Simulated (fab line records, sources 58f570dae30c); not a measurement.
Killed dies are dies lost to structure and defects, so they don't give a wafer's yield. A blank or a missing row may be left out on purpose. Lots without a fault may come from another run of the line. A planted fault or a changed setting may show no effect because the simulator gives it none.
Chamber matching | flow berkeley_cmos170 | UCB170_V2_CMP_02 on cmp-01: 4 sister chambers
The step polishes SiO2. 7 wafers are shown with their chamber, then 7 later ones without.

WAFERS WITH THEIR CHAMBER
wafer  | chamber | motor_current_A (A) | slurry_flow_ml_min
L246.6 | 0       | 15.9                | 150.4
L249.4 | 3       | 13.9                | 150.4
L251.6 | 1       | 16.3                | 150.2
L253.5 | 2       | 17.8                | 150.0
L253.6 | 1       | 15.8                | 149.7
L268.1 | 2       | 16.4                | 149.5
L268.3 | 3       | 13.5                | 150.2

WAFERS WITHOUT THEIR CHAMBER
wafer  | motor_current_A (A) | slurry_flow_ml_min
L268.4 | 15.2                | 149.8
L265.2 | 17.9                | 149.5
L265.3 | 14.6                | 150.2
L265.5 | 16.1                | 150.2
L269.1 | 12.8                | 149.7
L269.2 | 15.7                | 150.1
L269.6 | 15.6                | 149.8

WHICH CHAMBER EACH WENT THROUGH
wafer  | from the rows above               | in truth
L268.4 | can't be placed: 1 or 0 or 3 or 2 | 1
L265.2 | can't be placed: 2 or 1           | 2
L265.3 | can't be placed: 3 or 0 or 1      | 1
L265.5 | can't be placed: 0 or 1 or 2      | 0
L269.1 | 3                                 | 3
L269.2 | can't be placed: 1 or 0 or 2      | 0
L269.6 | can't be placed: 1 or 0 or 2      | 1
Placed correctly: 1 of 7. Can't be placed from these rows: 6 (the true chamber is among the candidates in 6). Placed wrongly: 0.
How it was worked out, from the rows above alone: a wafer's distance from a chamber is the root of the sum, over the readings, of the square of ((its reading less the chamber's mean) divided by the reading's scatter). The wafer belongs to the nearest chamber; if the next one is less than 2 further off, it can't be placed. A chamber's mean is the mean of its shown wafers. The scatter: the root of (the sum of the squares of (reading less its chamber's mean) over the shown wafers, divided by (wafers less chambers)).
